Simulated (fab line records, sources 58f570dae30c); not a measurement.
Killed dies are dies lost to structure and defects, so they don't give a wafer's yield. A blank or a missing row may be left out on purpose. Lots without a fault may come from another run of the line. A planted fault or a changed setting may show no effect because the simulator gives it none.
fab line records | flow berkeley_cmos170
record lots=5 wafers=15 last_day=11
route steps=331 shown NLDD@164 SPACER@171 PSD@175 NSD@187
lots that met no fault: from a run of the same line without faults
start_h: hours from the record's first day to the start of the lot's first wafer shown | wait_h: hours since the lot's step before | " the same as in the row above | L1.1+2: a row that stands for several wafers | - no value, or no start given | * or withheld: withheld | < > ~ a bound
route shown NAME@n: a module of which the file shows steps, and the number in the route of the first | usual: mean/standard deviation of fault-free wafers | same: alike in all rows | chamber/n: place in a boat | sites: the reading at each site | _std_site: their standard deviation | _edge_site: outer sites' mean less inner sites' | radius_mm: how far each site lies from the wafer's centre | mask NAME#n: copy n | behind: the tool/chamber that last shaped the wafer | hold: why the lot was held/for how many hours/how that ended | device: the transistor (n, p or np) that didn't switch | end of line: the same wafers' tests at the end of the route | a step without rows: its recipe alone | killed: dies lost to structure and defects at the first sort, not the wafer's yield | map: a wafer's dies, x killed, . not, _ none there
set.NAME: the setting as run; set.NAME@STEP: as run at that earlier step | model.NAME: the simulator's own value behind a step, which no gauge read
lots at some steps of the route; a table a step, a row a wafer
services: from which hour (start_h, from the record's first day; less than 0 if before it) a tool's chamber was out of use, for how many hours, and why
## steps
# step UCB170_NLDD_CD_MEAS_06
# recipe target_cd_nm=1200
# usual cd_nm=1199.9/1.5
# columns lot.wafer tool chamber start_h wait_h cd_nm
L078.1 cd_sem-01 - 156.49 - 1199.9
L078.4 " - " " 1199.6
L078.5 " - " " 1199.7
L080.1 cd_sem-02 - 157.68 - 1202.4
L080.5 " - " " 1203.2
L080.6 " - " " 1203.0
L085.2 cd_sem-02 - 178.30 - 1201.2
L085.3 " - " " 1200.2
L085.6 " - " " 1201.4
L084.2 cd_sem-02 - 178.92 - 1200.8
L084.3 " - " " 1200.2
L084.5 " - " " 1199.8
L097.2 cd_sem-02 - 240.83 - 1200.2
L097.5 " - " " 1201.1
L097.6 " - " " 1202.0
# step UCB170_NLDD_OVL_MEAS_07
# usual NLDD_OVL=1/5.5
# columns lot.wafer tool chamber start_h wait_h NLDD_OVL[nm]
L078.1 overlay-01 - 156.61 0.1 0
L078.4 " - " " -3
L078.5 " - " " 4
L080.1 overlay-02 - 157.80 0.1 2
L080.5 " - " " 5
L080.6 " - " " 5
L085.2 overlay-02 - 178.41 0.1 -6
L085.3 " - " " -8
L085.6 " - " " -6
L084.2 overlay-02 - 179.03 0.1 -1
L084.3 " - " " -2
L084.5 " - " " -5
L097.2 overlay-01 - 240.93 0.1 2
L097.5 " - " " 13
L097.6 " - " " 12
# step UCB170_NLDD_IMPLANT_08
# recipe species=As dose_cm2=5e+13 energy_kev=30 tilt_deg=7 rotation_deg=0
# usual tilt_deg=7.001/0.022
# columns lot.wafer tool chamber start_h wait_h tilt_deg
L078.1 implanter-01 0 156.65 0.0 7.005
L078.4 " 0 " " 6.973
L078.5 " 0 " " 7.014
L080.1 implanter-04 0 157.84 0.0 7.000
L080.5 " 0 " " 7.014
L080.6 " 0 " " 7.030
L085.2 implanter-02 0 178.46 0.0 7.009
L085.3 " 0 " " 7.012
L085.6 " 0 " " 7.002
L084.2 implanter-01 0 179.09 0.0 7.016
L084.3 " 0 " " 7.017
L084.5 " 0 " " 7.009
L097.2 implanter-01 0 240.99 0.0 7.014
L097.5 " 0 " " 7.009
L097.6 " 0 " " 6.989
# step UCB170_NLDD_IMPLANT_09
# recipe species=As dose_cm2=5e+13 energy_kev=30 tilt_deg=7 rotation_deg=180
# usual tilt_deg=6.999/0.021
# columns lot.wafer tool chamber start_h wait_h tilt_deg
L078.1 implanter-01 0 156.80 0.1 6.987
L078.4 " 0 " " 6.987
L078.5 " 0 " " 7.009
L080.1 implanter-04 0 157.99 0.1 6.994
L080.5 " 0 " " 6.969
L080.6 " 0 " " 7.001
L085.2 implanter-02 0 178.61 0.1 6.978
L085.3 " 0 " " 7.007
L085.6 " 0 " " 7.002
L084.2 implanter-01 0 179.24 0.1 6.986
L084.3 " 0 " " 7.021
L084.5 " 0 " " 6.997
L097.2 implanter-01 0 241.14 0.1 7.027
L097.5 " 0 " " 6.991
L097.6 " 0 " " 7.009
# step UCB170_NLDD_STRIP_10
# recipe chemistry=O2 power_w=400 pressure_mtorr=3500 platen_temp_c=withheld o2_flow_sccm=400 overash_fraction=0.5
# usual drypump_motor_current_A=5.7/0.45 oes_product_au=0.735/0.0045 strip_time_to_endpoint_s=21.63/0.048
# same overash_fraction=0.5
# columns lot.wafer tool chamber start_h wait_h drypump_motor_current_A oes_product_au rf_hours_counter_h strip_time_to_endpoint_s
L078.1 plasma_asher-02 1 156.95 0.1 5.5 0.732 4 21.66
L078.4 " 0 " " 6.4 0.728 - 21.59
L078.5 " 1 " " 5.5 0.739 - 21.58
L080.1 plasma_asher-02 0 158.14 0.1 6.4 0.736 5 21.62
L080.5 " 0 " " 6.4 0.725 - 21.54
L080.6 " 1 " " 5.5 0.746 - 21.60
L085.2 plasma_asher-02 0 178.74 0.1 6.3 0.736 8 21.62
L085.3 " 0 " " 6.3 0.734 - 21.64
L085.6 " 0 " " 6.3 0.730 - 21.65
L084.2 plasma_asher-01 1 179.36 0.1 5.9 0.735 50 21.66
L084.3 " 0 " " 6.2 0.731 - 21.61
L084.5 " 0 " " 6.2 0.738 - 21.72
L097.2 plasma_asher-03 0 241.26 0.1 5.1 0.742 52 21.57
L097.5 " 0 " " 5.1 0.738 - 21.59
L097.6 " 1 " " 5.4 0.734 - 21.57
# step UCB170_NLDD_TW_MEAS_11
# usual NLDD_TW=2232/20
# columns lot.wafer tool chamber start_h wait_h NLDD_TW
L078.1 film_metro-04 - 157.05 0.1 2244
L078.4 " - " " 2235
L078.5 " - " " 2248
L080.1 film_metro-04 - 158.24 0.1 2246
L080.5 " - " " 2255
L080.6 " - " " 2236
L085.2 film_metro-01 - 178.85 0.1 2221
L085.3 " - " " 2220
L085.6 " - " " 2213
L084.2 film_metro-01 - 179.47 0.1 2207
L084.3 " - " " 2214
L084.5 " - " " 2204
L097.2 film_metro-01 - 241.37 0.1 2218
L097.5 " - " " 2215
L097.6 " - " " 2218
# step UCB170_NLDD_CLEAN_12
# recipe chemistry=SPM temp_c=120 time_s=600
# usual temp_c=120.00/0.15
# columns lot.wafer tool chamber start_h wait_h temp_c
L078.1 wet_bench-03 3 157.11 0.1 119.99
L078.4 " 3 " " 119.95
L078.5 " 3 " " 119.95
L080.1 wet_bench-01 1 158.30 0.1 119.89
L080.5 " 1 " " 119.90
L080.6 " 1 " " 119.96
L085.2 wet_bench-04 3 179.21 0.4 120.00
L085.3 " 3 " " 120.26
L085.6 " 3 " " 120.34
L084.2 wet_bench-04 0 179.95 0.5 120.03
L084.3 " 0 " " 119.96
L084.5 " 0 " " 120.10
L097.2 wet_bench-04 0 241.42 0.0 119.99
L097.5 " 0 " " 119.78
L097.6 " 0 " " 119.94
# step UCB170_SPACER_CVD_00
# recipe material=SiO2 target_thk_nm=376 temp_c=390 precursor=TEOS/O2 time_s=47 rf_w=550 pressure_mtorr=9000
# usual heater_power_w=245/48
# columns lot.wafer tool chamber start_h wait_h heater_power_w
L078.1 pecvd-03 1 157.32 0.0 278
L078.4 " 2 " " 325
L078.5 " 0 " " 172
L080.1 pecvd-02 2 158.48 0.0 214
L080.5 " 1 " " 227
L080.6 " 0 " " 194
L085.2 pecvd-03 1 179.39 0.0 250
L085.3 " 2 " " 334
L085.6 " 0 " " 188
L084.2 pecvd-04 2 180.13 0.0 205
L084.3 " 0 " " 216
L084.5 " 1 " " 221
L097.2 pecvd-02 1 241.60 0.0 211
L097.5 " 0 " " 263
L097.6 " 2 " " 251
# step UCB170_SPACER_THK_MEAS_01
# recipe reads=SiO2_of_SPACER_CVD_00
# usual SPACER_TEOS_THK=375/4.8
# columns lot.wafer tool chamber start_h wait_h SPACER_TEOS_THK[nm]
L078.1 film_metro-03 - 157.36 0.0 372
L078.4 " - " " 379
L078.5 " - " " 384
L080.1 film_metro-02 - 158.52 0.0 376
L080.5 " - " " 383
L080.6 " - " " 384
L085.2 film_metro-03 - 179.44 0.0 382
L085.3 " - " " 378
L085.6 " - " " 386
L084.2 film_metro-01 - 180.18 0.0 375
L084.3 " - " " 376
L084.5 " - " " 378
L097.2 film_metro-03 - 241.65 0.0 371
L097.5 " - " " 379
L097.6 " - " " 379
# step UCB170_SPACER_ANNEAL_02
# recipe temp_c=900 time_s=1800 ambient=N2
# usual spike_tc_source_C=920/3.4 zone_power_centre_pct=39/3
# columns lot.wafer tool chamber start_h wait_h spike_tc_source_C zone_power_centre_pct
L078.1 furnace-01 0 158.72 1.3 920 39
L078.4 " 0 " " 922 38
L078.5 " 0 " " 923 40
L080.1 furnace-01 0 158.72 0.2 922 39
L080.5 " 0 " " 920 39
L080.6 " 0 " " 921 39
L085.2 furnace-01 0 180.03 0.6 920 38
L085.3 " 0 " " 922 38
L085.6 " 0 " " 923 38
L084.2 furnace-03 0 181.51 1.3 923 35
L084.3 " 0 " " 924 35
L084.5 " 0 " " 923 34
L097.2 furnace-01 0 242.99 1.3 922 39
L097.5 " 0 " " 923 38
L097.6 " 0 " " 921 38
# step UCB170_SPACER_ETCHBACK_03
# recipe stop_on=Si target=SiO2 chemistry=CHF3/CF4/Ar CHF3_flow_sccm=50 cf4_flow_sccm=10 Ar_flow_sccm=120 pressure_mtorr=200 rf_w=500 target_depth_a=3760 time_s=100
# usual CHF3_flow_sccm=50.03/0.15 cf4_flow_sccm=10.00/0.031 drypump_motor_current_A=5.8/0.48 oes_product_au=0.902/0.017 throttle_valve_pct=6.45/0.12
# columns lot.wafer tool chamber start_h wait_h CHF3_flow_sccm cf4_flow_sccm drypump_motor_current_A oes_product_au rf_hours_counter_h throttle_valve_pct
L078.1 rie_diel-04 0 160.22 0.0 50.21 10.02 5.8 0.879 59 6.48
L078.4 " 1 " " 49.92 9.97 5.8 0.939 33 6.61
L078.5 " 3 " " 50.05 9.97 6.2 0.907 - 6.44
L080.1 rie_diel-01 0 160.22 0.0 49.76 10.00 6.1 0.896 49 6.37
L080.5 " 0 " " 50.22 10.00 6.1 0.904 - 6.37
L080.6 " 1 " " 50.13 10.06 5.6 0.909 - 6.53
L085.2 rie_diel-03 3 181.53 0.0 50.20 10.00 5.8 0.930 42 6.33
L085.3 " 1 " " 50.08 10.01 5.0 0.917 14 6.61
L085.6 " 2 " " 50.10 10.03 6.4 0.903 - 6.36
L084.2 rie_diel-01 0 183.01 0.0 50.15 10.05 6.1 0.890 50 6.37
L084.3 " 3 " " 50.08 10.04 5.4 0.926 55 6.40
L084.5 " 2 " " 49.81 9.97 6.0 0.886 - 6.66
L097.2 rie_diel-03 0 244.49 0.0 49.74 9.99 6.7 0.892 128 6.24
L097.5 " 2 " " 49.91 10.00 6.4 0.902 - 6.38
L097.6 " 1 " " 49.73 10.06 5.0 0.911 - 6.61
# step UCB170_PSD_HMDS_00
# recipe prime_time_s=60 prime_temp_c=100
# usual exhaust_pa=45.1/0.83
# columns lot.wafer tool chamber start_h wait_h exhaust_pa
L078.1 litho_track-01 0 160.68 0.4 45.4
L078.4 " 0 " " 43.7
L078.5 " 0 " " 45.1
L080.1 litho_track-02 0 160.76 0.5 43.8
L080.5 " 0 " " 45.4
L080.6 " 0 " " 45.9
L085.2 litho_track-01 0 182.58 1.0 46.3
L085.3 " 0 " " 46.6
L085.6 " 0 " " 47.1
L084.2 litho_track-02 0 183.92 0.9 44.4
L084.3 " 0 " " 44.0
L084.5 " 0 " " 45.1
L097.2 litho_track-03 0 244.59 0.1 45.5
L097.5 " 0 " " 45.3
L097.6 " 0 " " 46.0
# step UCB170_PSD_COAT_01
# recipe resist=KrF spin_rpm=1500 resist_thk_nm=900
# usual exhaust_pa=44.9/0.89
# columns lot.wafer tool chamber start_h wait_h exhaust_pa
L078.1 litho_track-01 0 160.83 0.1 44.7
L078.4 " 0 " " 43.6
L078.5 " 0 " " 45.1
L080.1 litho_track-02 0 160.91 0.1 45.4
L080.5 " 0 " " 46.9
L080.6 " 0 " " 45.2
L085.2 litho_track-01 0 182.73 0.1 45.1
L085.3 " 0 " " 44.8
L085.6 " 0 " " 44.9
L084.2 litho_track-02 0 184.07 0.1 46.3
L084.3 " 0 " " 45.3
L084.5 " 0 " " 46.9
L097.2 litho_track-03 0 244.74 0.1 43.8
L097.5 " 0 " " 45.7
L097.6 " 0 " " 45.0
# step UCB170_PSD_SOFTBAKE_02
# recipe resist=KrF temp_c=130 time_s=60
# usual exhaust_pa=45.0/0.89
# columns lot.wafer tool chamber start_h wait_h exhaust_pa
L078.1 litho_track-01 0 160.98 0.1 45.3
L078.4 " 0 " " 45.4
L078.5 " 0 " " 45.1
L080.1 litho_track-02 0 161.06 0.1 45.5
L080.5 " 0 " " 46.3
L080.6 " 0 " " 45.0
L085.2 litho_track-01 0 182.88 0.1 46.4
L085.3 " 0 " " 45.9
L085.6 " 0 " " 45.8
L084.2 litho_track-02 0 184.22 0.1 44.7
L084.3 " 0 " " 44.8
L084.5 " 0 " " 44.4
L097.2 litho_track-03 0 244.89 0.1 44.9
L097.5 " 0 " " 45.6
L097.6 " 0 " " 44.3
# step UCB170_PSD_EXPOSE_03
# recipe mask_id=PSELECT_MOD na=0.5 sigma_outer=0.6 source_shape=conventional target_cd_nm=1200 dose_mj=30
# columns lot.wafer tool chamber start_h wait_h mask
L078.1+4+5 krf_scanner-02 0 161.26 0.2 PSELECT_MOD#0
L080.1+5+6 krf_scanner-01 0 161.50 0.4 PSELECT_MOD#0
L085.2+3+6 krf_scanner-02 0 183.24 0.3 PSELECT_MOD#0
L084.2+3+5 krf_scanner-01 0 184.56 0.3 PSELECT_MOD#0
L097.2+5+6 krf_scanner-01 0 245.27 0.4 PSELECT_MOD#0
# step UCB170_PSD_PEB_04
# recipe peb_temp_c=130 peb_time_s=withheld resist=KrF
# usual exhaust_pa=44.9/0.86
# columns lot.wafer tool chamber start_h wait_h exhaust_pa
L078.1 litho_track-01 0 161.38 0.1 44.4
L078.4 " 0 " " 46.4
L078.5 " 0 " " 44.3
L080.1 litho_track-03 0 161.62 0.1 45.3
L080.5 " 0 " " 46.6
L080.6 " 0 " " 46.6
L085.2 litho_track-01 0 184.20 0.9 43.8
L085.3 " 0 " " 44.2
L085.6 " 0 " " 44.6
L084.2 litho_track-03 0 185.18 0.6 44.1
L084.3 " 0 " " 44.0
L084.5 " 0 " " 45.0
L097.2 litho_track-03 0 245.58 0.3 44.7
L097.5 " 0 " " 44.9
L097.6 " 0 " " 44.9
# step UCB170_PSD_DEVELOP_05
# recipe developer=TMAH develop_time_s=45 resist=KrF dev_temp_c=21
# usual developer_temp_C=21.01/0.11 exhaust_pa=45.0/1
# columns lot.wafer tool chamber start_h wait_h developer_temp_C exhaust_pa
L078.1 litho_track-01 0 - - 21.02 44.2
L078.4 " 0 " " 21.04 45.1
L078.5 " 0 " " 21.08 44.0
L080.1 litho_track-03 0 - - 21.21 44.8
L080.5 " 0 " " 20.99 45.5
L080.6 " 0 " " 20.85 46.1
L085.2 litho_track-01 0 - - 20.93 46.6
L085.3 " 0 " " 20.96 44.7
L085.6 " 0 " " 20.94 46.7
L084.2 litho_track-03 0 - - 20.96 42.7
L084.3 " 0 " " 21.18 43.8
L084.5 " 0 " " 20.95 44.0
L097.2 litho_track-03 0 - - 21.09 45.5
L097.5 " 0 " " 21.06 46.1
L097.6 " 0 " " 21.11 46.8
# step UCB170_PSD_CD_MEAS_06
# recipe target_cd_nm=1200
# usual cd_nm=1199.7/1.4
# columns lot.wafer tool chamber start_h wait_h cd_nm
L078.1 cd_sem-01 - 161.69 - 1198.7
L078.4 " - " " 1199.7
L078.5 " - " " 1198.8
L080.1 cd_sem-01 - 161.89 - 1200.1
L080.5 " - " " 1201.6
L080.6 " - " " 1200.8
L085.2 cd_sem-02 - 184.47 - 1199.0
L085.3 " - " " 1201.7
L085.6 " - " " 1201.4
L084.2 cd_sem-01 - 185.45 - 1199.1
L084.3 " - " " 1198.4
L084.5 " - " " 1199.8
L097.2 cd_sem-01 - 245.85 - 1201.6
L097.5 " - " " 1200.7
L097.6 " - " " 1201.9
# step UCB170_PSD_OVL_MEAS_07
# usual PSD_OVL=1/5.1
# columns lot.wafer tool chamber start_h wait_h PSD_OVL[nm]
L078.1 overlay-02 - 161.81 0.1 -1
L078.4 " - " " -7
L078.5 " - " " -3
L080.1 overlay-01 - 162.01 0.1 11
L080.5 " - " " 9
L080.6 " - " " 11
L085.2 overlay-01 - 184.58 0.1 -6
L085.3 " - " " 0
L085.6 " - " " -8
L084.2 overlay-01 - 185.55 0.1 2
L084.3 " - " " 0
L084.5 " - " " -7
L097.2 overlay-01 - 245.95 0.1 4
L097.5 " - " " -2
L097.6 " - " " -2
# step UCB170_PSD_IMPLANT_08
# recipe species=B dose_cm2=3e+15 energy_kev=20 tilt_deg=7
# usual tilt_deg=6.998/0.021
# columns lot.wafer tool chamber start_h wait_h tilt_deg
L078.1 implanter-02 0 161.84 0.0 7.004
L078.4 " 0 " " 7.019
L078.5 " 0 " " 6.998
L080.1 implanter-03 0 162.05 0.0 6.979
L080.5 " 0 " " 6.994
L080.6 " 0 " " 6.991
L085.2 implanter-03 0 184.63 0.0 7.024
L085.3 " 0 " " 6.999
L085.6 " 0 " " 6.992
L084.2 implanter-02 0 185.61 0.0 6.952
L084.3 " 0 " " 7.002
L084.5 " 0 " " 7.031
L097.2 implanter-02 0 246.01 0.0 7.043
L097.5 " 0 " " 6.992
L097.6 " 0 " " 6.989
# step UCB170_PSD_STRIP_09
# recipe chemistry=O2 power_w=400 pressure_mtorr=3500 platen_temp_c=withheld o2_flow_sccm=400 overash_fraction=0.5
# usual drypump_motor_current_A=6.0/0.53 oes_product_au=0.601/0.0043 strip_time_to_endpoint_s=29.42/0.069
# same overash_fraction=0.5
# columns lot.wafer tool chamber start_h wait_h drypump_motor_current_A oes_product_au rf_hours_counter_h strip_time_to_endpoint_s
L078.1 plasma_asher-04 0 161.99 0.1 6.0 0.607 37 29.42
L078.4 " 0 " " 6.0 0.608 - 29.40
L078.5 " 0 " " 6.1 0.598 - 29.42
L080.1 plasma_asher-02 0 162.20 0.1 6.4 0.598 5 29.39
L080.5 " 0 " " 6.4 0.601 - 29.49
L080.6 " 1 " " 5.5 0.603 - 29.42
L085.2 plasma_asher-04 1 184.76 0.1 6.6 0.595 41 29.41
L085.3 " 1 " " 6.6 0.604 - 29.35
L085.6 " 0 " " 6.1 0.601 - 29.37
L084.2 plasma_asher-02 0 185.73 0.1 6.4 0.599 9 29.45
L084.3 " 1 " " 5.5 0.598 - 29.39
L084.5 " 0 " " 6.4 0.594 - 29.39
L097.2 plasma_asher-04 1 246.13 0.1 6.7 0.602 48 29.54
L097.5 " 1 " " 6.6 0.597 - 29.49
L097.6 " 0 " " 6.1 0.596 - 29.58
# step UCB170_PSD_TW_MEAS_10
# usual PSD_TW=2351/20
# columns lot.wafer tool chamber start_h wait_h PSD_TW
L078.1 film_metro-02 - 162.09 0.1 2396
L078.4 " - " " 2383
L078.5 " - " " 2361
L080.1 film_metro-04 - 162.30 0.1 2356
L080.5 " - " " 2356
L080.6 " - " " 2355
L085.2 film_metro-04 - 184.87 0.1 2340
L085.3 " - " " 2362
L085.6 " - " " 2363
L084.2 film_metro-02 - 185.84 0.1 2363
L084.3 " - " " 2373
L084.5 " - " " 2368
L097.2 film_metro-01 - 246.24 0.1 2321
L097.5 " - " " 2345
L097.6 " - " " 2334
# step UCB170_PSD_CLEAN_11
# recipe chemistry=SPM temp_c=120 time_s=600
# usual temp_c=119.98/0.13
# columns lot.wafer tool chamber start_h wait_h temp_c
L078.1 wet_bench-01 3 162.67 0.6 119.90
L078.4 " 3 " " 120.12
L078.5 " 3 " " 120.09
L080.1 wet_bench-01 2 162.67 0.4 119.78
L080.5 " 2 " " 119.83
L080.6 " 2 " " 119.81
L084.2 wet_bench-04 2 186.70 0.8 120.23
L084.3 " 2 " " 120.20
L084.5 " 2 " " 120.11
L085.2 wet_bench-04 1 186.70 1.8 120.23
L085.3 " 1 " " 120.21
L085.6 " 1 " " 120.05
L097.2 wet_bench-02 3 246.38 0.1 119.87
L097.5 " 3 " " 120.02
L097.6 " 3 " " 119.86
# step UCB170_NSD_HMDS_00
# recipe prime_time_s=60 prime_temp_c=100
# usual exhaust_pa=44.8/1
# columns lot.wafer tool chamber start_h wait_h exhaust_pa
L078.1 litho_track-04 0 162.94 0.1 45.9
L078.4 " 0 " " 45.4
L078.5 " 0 " " 47.2
L080.1 litho_track-01 0 163.37 0.5 44.6
L080.5 " 0 " " 44.9
L080.6 " 0 " " 44.1
L084.2 litho_track-04 0 187.12 0.2 45.0
L084.3 " 0 " " 45.2
L084.5 " 0 " " 44.5
L085.2 litho_track-03 0 187.47 0.6 43.7
L085.3 " 0 " " 44.0
L085.6 " 0 " " 44.3
L097.2 litho_track-01 0 246.58 0.0 46.1
L097.5 " 0 " " 45.3
L097.6 " 0 " " 47.2
# step UCB170_NSD_COAT_01
# recipe resist=KrF spin_rpm=1500 resist_thk_nm=900
# usual exhaust_pa=44.9/0.83
# columns lot.wafer tool chamber start_h wait_h exhaust_pa
L078.1 litho_track-04 0 163.09 0.1 45.1
L078.4 " 0 " " 45.2
L078.5 " 0 " " 45.4
L080.1 litho_track-01 0 163.52 0.1 45.5
L080.5 " 0 " " 45.5
L080.6 " 0 " " 45.8
L084.2 litho_track-04 0 187.27 0.1 44.8
L084.3 " 0 " " 44.9
L084.5 " 0 " " 43.5
L085.2 litho_track-03 0 187.62 0.1 45.0
L085.3 " 0 " " 46.0
L085.6 " 0 " " 43.5
L097.2 litho_track-01 0 246.73 0.1 46.5
L097.5 " 0 " " 46.0
L097.6 " 0 " " 46.6
# step UCB170_NSD_SOFTBAKE_02
# recipe resist=KrF temp_c=130 time_s=60
# usual exhaust_pa=45.0/0.85
# columns lot.wafer tool chamber start_h wait_h exhaust_pa
L078.1 litho_track-04 0 163.24 0.1 45.9
L078.4 " 0 " " 45.9
L078.5 " 0 " " 44.9
L080.1 litho_track-01 0 163.67 0.1 45.2
L080.5 " 0 " " 44.9
L080.6 " 0 " " 43.8
L084.2 litho_track-04 0 187.42 0.1 44.4
L084.3 " 0 " " 44.5
L084.5 " 0 " " 43.9
L085.2 litho_track-03 0 187.77 0.1 44.9
L085.3 " 0 " " 45.1
L085.6 " 0 " " 44.3
L097.2 litho_track-01 0 246.88 0.1 44.0
L097.5 " 0 " " 44.2
L097.6 " 0 " " 44.3
# step UCB170_NSD_EXPOSE_03
# recipe mask_id=NSELECT_MOD na=0.5 sigma_outer=0.6 source_shape=conventional target_cd_nm=1200 dose_mj=30
# columns lot.wafer tool chamber start_h wait_h mask
L078.1+4+5 krf_scanner-01 0 163.49 0.2 NSELECT_MOD#0
L080.1+5+6 krf_scanner-01 0 163.82 0.1 NSELECT_MOD#0
L084.2+3+5 krf_scanner-02 0 187.57 0.1 NSELECT_MOD#0
L085.2+3+6 krf_scanner-01 0 188.07 0.3 NSELECT_MOD#0
L097.2+5+6 krf_scanner-02 0 247.22 0.3 NSELECT_MOD#0
# step UCB170_NSD_PEB_04
# recipe peb_temp_c=130 peb_time_s=withheld resist=KrF
# usual exhaust_pa=45.0/0.96
# columns lot.wafer tool chamber start_h wait_h exhaust_pa
L078.1 litho_track-01 0 163.82 0.3 47.4
L078.4 " 0 " " 44.7
L078.5 " 0 " " 45.4
L080.1 litho_track-01 0 164.09 0.3 44.7
L080.5 " 0 " " 45.5
L080.6 " 0 " " 45.7
L084.2 litho_track-03 0 188.20 0.6 45.4
L084.3 " 0 " " 45.1
L084.5 " 0 " " 46.2
L085.2 litho_track-03 0 188.47 0.4 45.3
L085.3 " 0 " " 45.9
L085.6 " 0 " " 46.4
L097.2 litho_track-04 0 247.34 0.1 46.2
L097.5 " 0 " " 45.5
L097.6 " 0 " " 45.4
# step UCB170_NSD_DEVELOP_05
# recipe developer=TMAH develop_time_s=45 resist=KrF dev_temp_c=21
# usual developer_temp_C=21.03/0.11 exhaust_pa=45.1/0.79
# columns lot.wafer tool chamber start_h wait_h developer_temp_C exhaust_pa
L078.1 litho_track-01 0 - - 20.89 45.2
L078.4 " 0 " " 20.94 44.9
L078.5 " 0 " " 20.93 44.8
L080.1 litho_track-01 0 - - 21.04 45.0
L080.5 " 0 " " 21.11 46.4
L080.6 " 0 " " 21.09 45.7
L084.2 litho_track-03 0 - - 21.07 45.3
L084.3 " 0 " " 21.05 45.7
L084.5 " 0 " " 20.88 44.7
L085.2 litho_track-03 0 - - 21.04 45.3
L085.3 " 0 " " 20.99 45.8
L085.6 " 0 " " 21.09 45.4
L097.2 litho_track-04 0 - - 21.01 43.9
L097.5 " 0 " " 21.08 44.6
L097.6 " 0 " " 21.02 45.7
# step UCB170_NSD_CD_MEAS_06
# recipe target_cd_nm=1200
# usual cd_nm=1199.8/1.7
# columns lot.wafer tool chamber start_h wait_h cd_nm
L078.1 cd_sem-02 - 164.09 - 1198.6
L078.4 " - " " 1197.6
L078.5 " - " " 1197.6
L080.1 cd_sem-01 - 164.43 - 1201.5
L080.5 " - " " 1201.7
L080.6 " - " " 1200.1
L084.2 cd_sem-02 - 188.47 - 1199.8
L084.3 " - " " 1201.4
L084.5 " - " " 1200.5
L085.2 cd_sem-01 - 188.74 - 1200.1
L085.3 " - " " 1201.0
L085.6 " - " " 1200.2
L097.2 cd_sem-01 - 247.61 - 1200.1
L097.5 " - " " 1199.3
L097.6 " - " " 1198.2
# step UCB170_NSD_OVL_MEAS_07
# usual NSD_OVL=1/5.5
# columns lot.wafer tool chamber start_h wait_h NSD_OVL[nm]
L078.1 overlay-01 - 164.21 0.1 1
L078.4 " - " " 5
L078.5 " - " " -5
L080.1 overlay-01 - 164.55 0.1 4
L080.5 " - " " 2
L080.6 " - " " 10
L084.2 overlay-01 - 188.57 0.1 3
L084.3 " - " " 7
L084.5 " - " " 0
L085.2 overlay-02 - 188.85 0.1 12
L085.3 " - " " 3
L085.6 " - " " 13
L097.2 overlay-02 - 247.71 0.1 -4
L097.5 " - " " 6
L097.6 " - " " -4
# step UCB170_NSD_IMPLANT_08
# recipe species=P dose_cm2=3e+15 energy_kev=40 tilt_deg=7
# usual tilt_deg=6.998/0.02
# columns lot.wafer tool chamber start_h wait_h tilt_deg
L078.1 implanter-01 0 164.25 0.0 6.966
L078.4 " 0 " " 7.002
L078.5 " 0 " " 6.999
L080.1 implanter-03 0 164.59 0.0 6.992
L080.5 " 0 " " 6.970
L080.6 " 0 " " 6.970
L084.2 implanter-04 0 188.63 0.0 7.017
L084.3 " 0 " " 7.030
L084.5 " 0 " " 7.012
L085.2 implanter-03 0 188.90 0.0 6.968
L085.3 " 0 " " 6.974
L085.6 " 0 " " 7.017
L097.2 implanter-03 0 247.77 0.0 7.006
L097.5 " 0 " " 7.005
L097.6 " 0 " " 6.998
# step UCB170_NSD_STRIP_09
# recipe chemistry=O2 power_w=400 pressure_mtorr=3500 platen_temp_c=withheld o2_flow_sccm=400 overash_fraction=0.5
# usual drypump_motor_current_A=5.9/0.52 oes_product_au=0.534/0.0041 strip_time_to_endpoint_s=35.81/0.069
# same overash_fraction=0.5
# columns lot.wafer tool chamber start_h wait_h drypump_motor_current_A oes_product_au rf_hours_counter_h strip_time_to_endpoint_s
L078.1 plasma_asher-01 0 164.40 0.1 6.2 0.531 48 35.88
L078.4 " 0 " " 6.2 0.531 - 35.86
L078.5 " 1 " " 5.9 0.534 - 35.88
L080.1 plasma_asher-03 0 164.74 0.1 5.1 0.532 45 35.80
L080.5 " 1 " " 5.5 0.527 - 35.88
L080.6 " 0 " " 5.1 0.536 - 35.89
L084.2 plasma_asher-01 0 188.75 0.1 6.2 0.537 52 35.62
L084.3 " 1 " " 5.9 0.534 - 35.64
L084.5 " 1 " " 5.9 0.532 - 35.66
L085.2 plasma_asher-01 0 189.03 0.1 6.2 0.544 52 35.81
L085.3 " 1 " " 5.9 0.535 - 35.82
L085.6 " 0 " " 6.2 0.535 - 35.73
L097.2 plasma_asher-03 0 247.89 0.1 5.1 0.532 52 35.87
L097.5 " 0 " " 5.1 0.541 - 35.80
L097.6 " 1 " " 5.4 0.533 - 35.74
# step UCB170_NSD_TW_MEAS_10
# usual NSD_TW=4235/34
# columns lot.wafer tool chamber start_h wait_h NSD_TW
L078.1 film_metro-04 - 164.50 0.1 4253
L078.4 " - " " 4224
L078.5 " - " " 4246
L080.1 film_metro-04 - 164.84 0.1 4232
L080.5 " - " " 4240
L080.6 " - " " 4238
L084.2 film_metro-04 - 188.86 0.1 4255
L084.3 " - " " 4246
L084.5 " - " " 4228
L085.2 film_metro-02 - 189.14 0.1 4223
L085.3 " - " " 4212
L085.6 " - " " 4209
L097.2 film_metro-01 - 248.00 0.1 4210
L097.5 " - " " 4205
L097.6 " - " " 4197
## services
# columns tool chamber start_h hours kind
pecvd-03 0 133.38 4.4 repair
krf_scanner-01 - 141.52 0.8 repair
rie_diel-01 - 147.94 4.0 pm
implanter-01 - 148.24 7.2 pm
rie_diel-01 2 160.63 11.7 repair
plasma_asher-03 - 165.06 2.8 pm
pecvd-02 1 175.72 2.5 repair
plasma_asher-03 - 176.56 14.6 pm
implanter-01 - 180.76 5.0 repair
implanter-03 - 181.93 2.5 repair
krf_scanner-02 - 183.70 0.8 pm
implanter-04 - 189.66 1.8 repair
furnace-01 - 192.55 2.0 pm
krf_scanner-02 - 193.13 2.4 repair
implanter-01 - 206.47 2.5 pm
krf_scanner-02 - 214.13 0.5 repair
plasma_asher-03 - 219.76 1.7 repair
rie_diel-01 3 226.36 2.0 repair
krf_scanner-01 - 229.29 0.8 pm
implanter-02 - 232.77 2.1 repair
implanter-04 - 240.38 1.9 pm
krf_scanner-01 - 241.00 1.3 pm
krf_scanner-02 - 243.32 1.3 pm
furnace-01 - 247.32 3.8 pm
## key
fault none
